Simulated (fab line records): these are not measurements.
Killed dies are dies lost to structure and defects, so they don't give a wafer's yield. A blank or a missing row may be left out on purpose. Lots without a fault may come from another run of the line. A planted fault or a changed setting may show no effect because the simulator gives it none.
Which tool is to blame? -- flow rit-cmos -- 7 lots with 21 wafers sampled at 2 steps, on a route of 202 steps

WHAT THE GAUGES READ, wafer by wafer
RIT_SPACER_THK_MEAS_04.
lot,measured,on,SPACER_NITRIDE_THK (nm)
L395,day 3 08:50,film-metro-01,252.2 251.5 251.3
L397,day 3 20:56,film-metro-01,249.4 248.7 249.8
L400,day 4 09:30,film-metro-03,249.7 250.0 247.1
L403,day 5 00:48,film-metro-03,248.1 247.3 250.4
L407,day 5 17:13,film-metro-03,249.9 252.5 252.5
L409,day 6 06:25,film-metro-03,251.9 253.1 251.0
L411,day 6 16:07,film-metro-01,260.4 265.2 282.7

WHICH TOOL RAN EACH LOT (tool, then ch and the chambers of the sampled wafers, then the start)
lot,RIT_SPACER_CVD_03
L395,"lpcvd-02 ch 0, day 3 06:55"
L397,"lpcvd-02 ch 0, day 3 19:01"
L400,"lpcvd-02 ch 0, day 4 07:35"
L403,"lpcvd-02 ch 0, day 4 22:53"
L407,"lpcvd-02 ch 1, day 5 15:17"
L409,"lpcvd-02 ch 0, day 6 04:29"
L411,"lpcvd-01 ch 0, day 6 14:11"
- RIT_SPACER_CVD_03: deposits Si3N4 from SiH2Cl2/NH3, target thk 250 nm, time 3300 s.

THE ANSWER, worked out from the rows above alone
Rule: the lots themselves supply what counts as usual. The widest of any qualifying gaps counts: lots, ordered by their means at a reading, are off when they make up no more than a third of the lots, leave a main group of 4 or more, and stand apart from it by 3 or more times the standard deviation of that group's means. Not used: any main group whose means are identical at the precision the tables above print for the reading. Also off: a lot with no number at a reading for which 4 or more lots have one. Any other lot the step has rows for is counted as sound.
Off: at RIT_SPACER_THK_MEAS_04 (SPACER_NITRIDE_THK), L411. For the main group the mean is 250.4 nm and the standard deviation 1.4.
A tool fits if, at a process step before that reading, it ran every lot that is off, and no sound lot after the first of them. The gauges at RIT_SPACER_THK_MEAS_04 are tried like those tools. 2 tools fit, lpcvd-01 at RIT_SPACER_CVD_03 and film-metro-01 at RIT_SPACER_THK_MEAS_04, so this cannot tell which one it is.

WHAT THE SIMULATOR HAD PUT IN
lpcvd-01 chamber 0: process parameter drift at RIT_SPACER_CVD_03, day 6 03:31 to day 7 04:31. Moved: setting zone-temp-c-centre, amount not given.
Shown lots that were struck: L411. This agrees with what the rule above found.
